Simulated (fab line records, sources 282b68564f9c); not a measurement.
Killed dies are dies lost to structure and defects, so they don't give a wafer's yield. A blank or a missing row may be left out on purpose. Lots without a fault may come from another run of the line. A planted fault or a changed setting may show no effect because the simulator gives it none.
fab line records | flow rit_cmos
record lots=6 wafers=18 last_day=8
route steps=202 shown PSD@143 SDANNEAL@153 M1@202
lots that met no fault: from a run of the same line without faults
start_h: hours from the record's first day to the start of the lot's first wafer shown | wait_h: hours since the lot's step before | " the same as in the row above | L1.1+2: a row that stands for several wafers | - no value, or no start given | * or withheld: withheld | < > ~ a bound
route shown NAME@n: a module of which the file shows steps, and the number in the route of the first | usual: mean/standard deviation of fault-free wafers | same: alike in all rows | chamber/n: place in a boat | sites: the reading at each site | _std_site: their standard deviation | _edge_site: outer sites' mean less inner sites' | radius_mm: how far each site lies from the wafer's centre | mask NAME#n: copy n | behind: the tool/chamber that last shaped the wafer | hold: why the lot was held/for how many hours/how that ended | device: the transistor (n, p or np) that didn't switch | end of line: the same wafers' tests at the end of the route | a step without rows: its recipe alone | killed: dies lost to structure and defects at the first sort, not the wafer's yield | map: a wafer's dies, x killed, . not, _ none there
set.NAME: the setting as run; set.NAME@STEP: as run at that earlier step | model.NAME: the simulator's own value behind a step, which no gauge read
lots at some steps of the route; a table a step, a row a wafer
services: from which hour (start_h, from the record's first day; less than 0 if before it) a tool's chamber was out of use, for how many hours, and why
## steps
# step RIT_PSD_COAT_01
# recipe resist=NOVOLAK spin_rpm=3250 resist_thk_nm=1000
# step RIT_PSD_SOFTBAKE_02
# recipe resist=NOVOLAK temp_c=90 time_s=60
# step RIT_PSD_EXPOSE_03
# recipe mask_id=M10 na=0.57 target_cd_nm=40900 dose_mj=250
# step RIT_PSD_PEB_04
# recipe resist=NOVOLAK temp_c=withheld time_s=withheld
# step RIT_PSD_DEVELOP_05
# recipe resist=NOVOLAK develop_time_s=50 dev_temp_c=23
# step RIT_PSD_OVL_MEAS_06
# usual PSD_OVL=1.0/1.3
# columns lot.wafer tool chamber start_h wait_h PSD_OVL[nm]
L490.2 overlay-02 - 50.28 - -0.1
L490.3 " - " " 0.3
L490.4 " - " " 2.8
L495.1 overlay-02 - 80.04 - 1.1
L495.3 " - " " 4.0
L495.5 " - " " 1.7
L498.3 overlay-02 - 97.21 - 0.1
L498.4 " - " " 3.6
L498.5 " - " " 2.6
L505.1 overlay-02 - 135.22 - 1.4
L505.3 " - " " 1.7
L505.6 " - " " 0.2
L509.1 overlay-01 - 161.14 - 1.4
L509.3 " - " " 0.5
L509.6 " - " " 1.3
L510.2 overlay-02 - 171.75 - 0.0
L510.4 " - " " 3.0
L510.6 " - " " 1.7
# step RIT_PSD_HARDBAKE_07
# recipe resist=NOVOLAK temp_c=140 time_s=60
# step RIT_PSD_IMPLANT_08
# recipe species=BF2 energy_kev=27 dose_cm2=5e+15 tilt_deg=7
# step RIT_PSD_STRIP_09
# recipe chemistry=O2 time_s=180 resist=NOVOLAK platen_temp_c=withheld power_w=500 pressure_mtorr=4000 o2_flow_sccm=4000
# usual drypump_motor_current_A=5.7/0.46 o2_flow_sccm=3999/13
# columns lot.wafer tool chamber start_h wait_h drypump_motor_current_A o2_flow_sccm rf_hours_counter_h
L490.2 plasma_asher-03 0 50.61 0.1 6.3 3997 26
L490.3 " 0 " " 6.3 3986 -
L490.4 " 1 " " 5.0 3991 -
L495.1 plasma_asher-01 0 80.37 0.1 5.4 4002 44
L495.3 " 1 " " 5.9 3981 -
L495.5 " 1 " " 5.9 3989 -
L498.3 plasma_asher-04 0 97.60 0.1 5.4 3974 -
L498.4 " 1 " " 6.1 4014 -
L498.5 " 0 " " 5.4 3974 -
L505.1 plasma_asher-03 0 135.56 0.1 6.2 3997 34
L505.3 " 1 " " 5.0 3989 -
L505.6 " 1 " " 5.0 4004 -
L509.1 plasma_asher-03 1 161.55 0.1 5.0 4015 37
L509.3 " 0 " " 6.3 4005 -
L509.6 " 0 " " 6.3 4008 -
L510.2 plasma_asher-03 0 172.08 0.1 6.3 3988 38
L510.4 " 1 " " 5.0 4004 -
L510.6 " 1 " " 5.0 4015 -
# step RIT_PSD_TW_MEAS_10
# usual PSD_TW=3444/21
# columns lot.wafer tool chamber start_h wait_h PSD_TW
L490.2 film_metro-03 - 50.79 0.1 3450
L490.3 " - " " 3470
L490.4 " - " " 3432
L495.1 film_metro-02 - 80.55 0.1 3443
L495.3 " - " " 3447
L495.5 " - " " 3444
L498.3 film_metro-03 - 97.73 0.1 3452
L498.4 " - " " 3443
L498.5 " - " " 3456
L505.1 film_metro-01 - 135.73 0.1 3437
L505.3 " - " " 3438
L505.6 " - " " 3430
L509.1 film_metro-01 - 161.72 0.1 3412
L509.3 " - " " 3426
L509.6 " - " " 3416
L510.2 film_metro-03 - 172.27 0.1 3447
L510.4 " - " " 3450
L510.6 " - " " 3448
# step RIT_SDANNEAL_CLEAN_00
# recipe chemistry=SC1 mix=3:3:50 time_s=600 temp_c=75
# step RIT_SDANNEAL_CLEAN_01
# recipe chemistry=dHF dilution=50:1 time_s=30
# step RIT_SDANNEAL_CLEAN_02
# recipe chemistry=SC2 mix=3:3:50 time_s=600 temp_c=75 dry=n2_spin
# usual run_length_s=629/4
# columns lot.wafer tool chamber start_h wait_h run_length_s
L490.2 wet_bench-02 0 51.03 0.0 627
L490.3 " 0 " " 627
L490.4 " 0 " " 627
L495.1 wet_bench-02 3 80.80 0.0 626
L495.3 " 3 " " 626
L495.5 " 3 " " 626
L498.3 wet_bench-04 2 97.97 0.0 624
L498.4 " 2 " " 624
L498.5 " 2 " " 624
L505.1 wet_bench-04 2 136.00 0.0 624
L505.3 " 2 " " 624
L505.6 " 2 " " 624
L509.1 wet_bench-02 3 161.99 0.0 357
L509.3 " 3 " " 357
L509.6 " 3 " " 357
L510.2 wet_bench-02 2 172.51 0.0 355
L510.4 " 2 " " 355
L510.6 " 2 " " 355
# step RIT_SDANNEAL_RTA_03
# recipe temp_c=1050 time_s=5 idle_temp_c=600 ramp_up_c_per_s=342 ramp_down_c_per_s=171 cool_to_c=600 ambient=N2
# usual anneal_temp_c_max=1056.6/1.5 ramp_down_c_per_s=171.00/0.029 wafer_temp_C_max=1053.3/1
# columns lot.wafer tool chamber start_h wait_h anneal_temp_c_max ramp_down_c_per_s wafer_temp_C_max
L490.2 rtp_anneal-02 0 51.22 0.0 1054.0 171.01 1052.8
L490.3 " 0 " " 1056.3 171.02 1052.1
L490.4 " 0 " " 1057.1 171.01 1054.0
L495.1 rtp_anneal-01 0 80.98 0.0 1056.4 171.05 1052.3
L495.3 " 0 " " 1056.7 171.00 1052.1
L495.5 " 0 " " 1057.4 170.99 1053.2
L498.3 rtp_anneal-02 0 98.16 0.0 1056.4 170.97 1053.2
L498.4 " 0 " " 1055.0 171.00 1052.7
L498.5 " 0 " " 1055.3 171.00 1054.5
L505.1 rtp_anneal-02 0 136.17 0.0 1054.2 170.95 1053.3
L505.3 " 0 " " 1055.5 170.94 1053.8
L505.6 " 0 " " 1054.0 170.97 1053.4
L509.1 rtp_anneal-01 0 162.18 0.1 1056.8 171.00 1052.9
L509.3 " 0 " " 1058.6 171.03 1051.9
L509.6 " 0 " " 1057.5 171.03 1056.6
L510.2 rtp_anneal-02 0 172.71 0.1 1056.3 171.00 1053.5
L510.4 " 0 " " 1055.2 170.97 1051.7
L510.6 " 0 " " 1055.2 170.99 1053.5
# step RIT_M1_PROBE_99
# usual killed_at_front_end=7/3.1 killed_dies=7/3.1 killed_open=3.3/1.9 killed_short=3.9/2.1
# same gross_dies=264 killed_at_M0_to_M3=0 killed_at_M4_up=0 killed_at_back_side=0 killed_at_contacts=0 killed_at_other=0
# columns lot.wafer tool chamber start_h wait_h killed_at_front_end killed_dies killed_open killed_short
L490.2 prober-01 - 59.02 0.1 7 7 4 3
L490.3 prober-01 - 59.07 0.2 12 12 4 8
L490.4 prober-01 - 59.12 0.2 8 8 5 3
L495.1 prober-02 - 88.57 0.1 6 6 1 5
L495.3 prober-02 - 88.67 0.2 5 5 2 3
L495.5 prober-02 - 88.77 0.2 7 7 3 4
L498.3 prober-01 - 105.88 0.2 9 9 4 5
L498.4 prober-01 - 105.93 0.2 6 6 1 5
L498.5 prober-01 - 105.98 0.2 12 12 6 6
L505.1 prober-01 - 143.71 0.1 7 7 5 2
L505.3 prober-01 - 143.81 0.2 7 7 3 4
L505.6 prober-01 - 143.96 0.2 9 9 5 4
L509.1 prober-02 - 169.74 0.1 12 12 6 6
L509.3 prober-02 - 169.84 0.2 13 13 7 6
L509.6 prober-02 - 169.99 0.2 9 9 4 5
L510.2 prober-01 - 180.46 0.1 6 6 2 4
L510.4 prober-01 - 180.56 0.2 12 12 4 8
L510.6 prober-01 - 180.66 0.2 3 3 1 2
# killed by level:class
L490.2 GATE:geometric_particle:open=3 FOX1:geometric_particle:short=1 GATE:geometric_particle:short=1 SPACER:geometric_particle:open=1 SPACER:geometric_particle:short=1
L490.3 GATE:geometric_particle:short=4 FOX1:geometric_particle:short=2 SPACER:geometric_particle:open=2 SPACER:geometric_particle:short=2 GATE:geometric_particle:open=1 SILICIDE:geometric_particle:open=1
L490.4 FOX1:geometric_particle:open=3 SILICIDE:geometric_particle:open=2 FOX2:geometric_particle:short=1 GATE:geometric_particle:short=1 REOX:geometric_particle:short=1
L495.1 REOX:geometric_particle:short=2 GATE:geometric_particle:short=1 SPACER:geometric_particle:short=1 SPACER:geometric_particle:open=1 SILICIDE:geometric_particle:short=1
L495.3 GATE:geometric_particle:short=2 FOX1:geometric_particle:open=1 REOX:geometric_particle:open=1 REOX:geometric_particle:short=1
L495.5 GATE:geometric_particle:open=2 FOX2:geometric_particle:short=1 GATE:geometric_particle:short=1 REOX:geometric_particle:short=1 SPACER:geometric_particle:open=1 SPACER:geometric_particle:short=1
L498.3 GATE:geometric_particle:open=2 GATE:geometric_particle:short=2 FOX2:geometric_particle:short=1 REOX:geometric_particle:short=1 SPACER:geometric_particle:open=1 SILICIDE:geometric_particle:open=1 SILICIDE:geometric_particle:short=1
L498.4 REOX:geometric_particle:short=3 GATE:geometric_particle:short=2 SILICIDE:geometric_particle:open=1
L498.5 GATE:geometric_particle:open=5 GATE:geometric_particle:short=2 REOX:geometric_particle:short=2 FOX2:geometric_particle:short=1 SPACER:geometric_particle:open=1 SILICIDE:geometric_particle:short=1
L505.1 REOX:geometric_particle:open=3 GATE:geometric_particle:open=2 GATE:geometric_particle:short=1 SPACER:geometric_particle:short=1
L505.3 SPACER:geometric_particle:short=2 FOX1:geometric_particle:open=1 GATE:geometric_particle:short=1 GATE:geometric_particle:open=1 REOX:geometric_particle:open=1 SILICIDE:geometric_particle:short=1
L505.6 GATE:geometric_particle:open=2 REOX:geometric_particle:open=2 REOX:geometric_particle:short=2 FOX1:geometric_particle:short=1 FOX2:geometric_particle:open=1 SPACER:geometric_particle:short=1
L509.1 REOX:geometric_particle:short=6 REOX:geometric_particle:open=2 SPACER:geometric_particle:open=2 GATE:geometric_particle:open=1 SILICIDE:geometric_particle:open=1
L509.3 FOX2:geometric_particle:open=3 REOX:geometric_particle:short=3 SILICIDE:geometric_particle:open=2 FOX1:geometric_particle:open=1 GATE:geometric_particle:open=1 GATE:geometric_particle:short=1 SPACER:geometric_particle:short=1 SILICIDE:geometric_particle:short=1
L509.6 GATE:geometric_particle:short=2 REOX:geometric_particle:short=2 SILICIDE:geometric_particle:open=2 FOX1:geometric_particle:short=1 GATE:geometric_particle:open=1 SPACER:geometric_particle:open=1
L510.2 SPACER:geometric_particle:short=3 FOX1:geometric_particle:short=1 GATE:geometric_particle:open=1 SPACER:geometric_particle:open=1
L510.4 GATE:geometric_particle:open=3 GATE:geometric_particle:short=3 SPACER:geometric_particle:short=3 FOX1:geometric_particle:open=1 REOX:geometric_particle:short=1 SILICIDE:geometric_particle:short=1
L510.6 GATE:geometric_particle:short=1 SILICIDE:geometric_particle:short=1 SILICIDE:geometric_particle:open=1
## services
# columns tool chamber start_h hours kind
plasma_asher-03 - 27.16 14.6 pm
plasma_asher-04 - 35.24 10.0 pm
plasma_asher-04 - 47.58 3.2 repair
plasma_asher-01 - 108.75 9.0 pm
plasma_asher-01 0 108.75 9.0 vent_cycle
plasma_asher-01 1 108.75 9.0 vent_cycle
plasma_asher-03 - 112.93 2.7 repair
plasma_asher-04 - 116.94 2.9 repair
plasma_asher-01 0 117.75 - clean
plasma_asher-01 1 117.75 - clean
plasma_asher-04 - 167.00 0.6 repair
## key
first_sign step=RIT_SDANNEAL_CLEAN_02 reading=run_length_s direction=down sigmas=69 usual=* struck=*
effect none on later readings
met_at RIT_SDANNEAL_CLEAN_02
struck_wafers L509.1,L509.3,L509.6,L510.2,L510.4,L510.6
tester_left_out L509,L510
onset_between 80.80 161.99
fault kind=process_parameter_drift tool=wet_bench-02 chamber=- onset_h=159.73 steps=RIT_SDANNEAL_CLEAN_02 channel=time_s offset=* shape=step end_h=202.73 acts_in=* stated=*
# tester_left_out: of these lots the tester's yield and bins aren't shown, on N5 and GAA mostly nor the transistor test; their killed dies are dies lost to structure and defects alone, not to doping, threshold or leakage, so they don't give the yield
